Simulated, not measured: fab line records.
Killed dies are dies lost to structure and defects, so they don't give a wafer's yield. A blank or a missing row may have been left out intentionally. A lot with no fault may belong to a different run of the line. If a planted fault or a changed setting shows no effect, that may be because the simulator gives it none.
Matching of chambers || flow berkeleyCmos170 || UCB170_CONTACT_ETCH_18 on rieDiel-04: 4 sister chambers
The step etches PSG in CHF3/CF4/Ar, stops on TiSi2, target depth 840 nm, time 195 s. 8 wafers are shown with their chamber, then 7 later ones without.

## WAFERS WITH THEIR CHAMBER
{"wafer": "L168.6", "chamber": 2, "throttleValvePct (%)": 6.75, "drypumpMotorCurrentA (A)": 6.3}
{"wafer": "L180.2", "chamber": 0, "throttleValvePct (%)": 7.11, "drypumpMotorCurrentA (A)": 5.6}
{"wafer": "L180.5", "chamber": 3, "throttleValvePct (%)": 6.91, "drypumpMotorCurrentA (A)": 5.8}
{"wafer": "L183.2", "chamber": 3, "throttleValvePct (%)": 6.90, "drypumpMotorCurrentA (A)": 5.9}
{"wafer": "L183.4", "chamber": 1, "throttleValvePct (%)": 6.94, "drypumpMotorCurrentA (A)": 5.2}
{"wafer": "L183.6", "chamber": 1, "throttleValvePct (%)": 6.95, "drypumpMotorCurrentA (A)": 5.2}
{"wafer": "L186.1", "chamber": 0, "throttleValvePct (%)": 7.10, "drypumpMotorCurrentA (A)": 5.5}
{"wafer": "L186.4", "chamber": 2, "throttleValvePct (%)": 6.73, "drypumpMotorCurrentA (A)": 6.3}

## WAFERS WHOSE CHAMBER IS MISSING
{"wafer": "L186.6", "throttleValvePct (%)": 7.11, "drypumpMotorCurrentA (A)": 5.5}
{"wafer": "L187.1", "throttleValvePct (%)": 6.90, "drypumpMotorCurrentA (A)": 5.9}
{"wafer": "L187.4", "throttleValvePct (%)": 6.91, "drypumpMotorCurrentA (A)": 5.9}
{"wafer": "L187.6", "throttleValvePct (%)": 6.73, "drypumpMotorCurrentA (A)": 6.3}
{"wafer": "L189.4", "throttleValvePct (%)": 6.75, "drypumpMotorCurrentA (A)": 6.3}
{"wafer": "L189.5", "throttleValvePct (%)": 6.93, "drypumpMotorCurrentA (A)": 5.8}
{"wafer": "L189.6", "throttleValvePct (%)": 7.11, "drypumpMotorCurrentA (A)": 5.5}

## WHICH CHAMBER EACH ONE RAN IN
{"wafer": "L186.6", "from the rows above": 0, "in truth": 0}
{"wafer": "L187.1", "from the rows above": 3, "in truth": 3}
{"wafer": "L187.4", "from the rows above": 3, "in truth": 3}
{"wafer": "L187.6", "from the rows above": 2, "in truth": 2}
{"wafer": "L189.4", "from the rows above": 2, "in truth": 2}
{"wafer": "L189.5", "from the rows above": 3, "in truth": 3}
{"wafer": "L189.6", "from the rows above": 0, "in truth": 0}
Correctly placed: 7 of 7. Left unplaced by these rows: 0. Number placed wrongly: 0.
How it was worked out, from the rows above alone: a wafer's distance from a chamber is the root of the sum, over the readings, of the square of ((its reading less the chamber's mean) divided by the reading's scatter). The wafer belongs to the nearest chamber; if the next one is less than 2 further off, it can't be placed. Each chamber's mean is taken over the wafers shown for it. The scatter: the root of (the sum of the squares of (reading less its chamber's mean) over the shown wafers, divided by (wafers less chambers)).
